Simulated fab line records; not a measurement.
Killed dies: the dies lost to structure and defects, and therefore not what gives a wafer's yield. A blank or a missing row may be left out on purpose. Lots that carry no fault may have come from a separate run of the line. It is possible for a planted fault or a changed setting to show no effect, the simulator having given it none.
Split-lot trial	flow berkeley_cmos170	23 wafers read across 5 lots, on a route 331 steps long

== THE SPLIT ITSELF ==
At UCB170_SACOX_OXIDATION_01 (target thk 14.4 nm, ox time 2400 s), the setting ox_time_s was moved away from the recipe's 2400 s on 15 of the 23 wafers read, by -5.7% to +13.3%. The other wafers ran this setting at the recipe's value.

The split's own step is where the reading is taken.

== THE READING ==
SiO2_of_SACOX_OXIDATION_01.thk_nm (the simulator's own value, which no gauge read), in nm, at UCB170_SACOX_OXIDATION_01 (target thk 14.4 nm, ox time 2400 s). The file does not state a usual value for it. Average 14.21 nm, standard deviation 0.13 nm, over the 8 wafers here run with the recipe.

wafer	tool, chamber at the split	ox_time_s as run, s	against the recipe	SiO2_of_SACOX_OXIDATION_01.thk_nm, nm	against lot-mates on the recipe
L076.1	-, -	2500	+4.2%	15.08	no lot-mate on the recipe
L076.2	-, -	2500	+4.2%	15.08	no lot-mate on the recipe
L076.3	-, -	2500	+4.2%	14.95	no lot-mate on the recipe
L076.4	-, -	2500	+4.2%	15.28	no lot-mate on the recipe
L076.5	-, -	2500	+4.2%	15.1	no lot-mate on the recipe
L078.1	-, -	2718	+13.3%	15.44	no lot-mate on the recipe
L078.2	-, -	2718	+13.3%	15.28	no lot-mate on the recipe
L078.3	-, -	2718	+13.3%	15.43	no lot-mate on the recipe
L078.5	-, -	2718	+13.3%	15.3	no lot-mate on the recipe
L078.6	-, -	2718	+13.3%	15.58	no lot-mate on the recipe
L079.1	furnace-02, 0	2400	recipe	14.35	-
L079.4	furnace-02, 0	2400	recipe	14.23	-
L079.6	furnace-02, 0	2400	recipe	14.43	-
L080.1	-, -	2263	-5.7%	13.7	no lot-mate on the recipe
L080.2	-, -	2263	-5.7%	13.53	no lot-mate on the recipe
L080.3	-, -	2263	-5.7%	13.6	no lot-mate on the recipe
L080.4	-, -	2263	-5.7%	13.57	no lot-mate on the recipe
L080.6	-, -	2263	-5.7%	13.64	no lot-mate on the recipe
L081.1	-, -	2400	recipe	14.14	-
L081.2	-, -	2400	recipe	14.3	-
L081.3	-, -	2400	recipe	14.11	-
L081.5	-, -	2400	recipe	14.18	-
L081.6	-, -	2400	recipe	13.98	-

THE FIT
A straight line over all 23 wafers: SiO2_of_SACOX_OXIDATION_01.thk_nm changes by +0.0981 nm for each +1% of ox_time_s; r = +0.93; the points scatter about the line by 0.25 nm.
Too few moved wafers with a lot-mate on the recipe to fit a line net of each lot's own level.

== THE FILE'S OWN FIT ==
SiO2_of_SACOX_OXIDATION_01.thk_nm changes by +0.098 nm for each +1% of ox_time_s, r = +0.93.
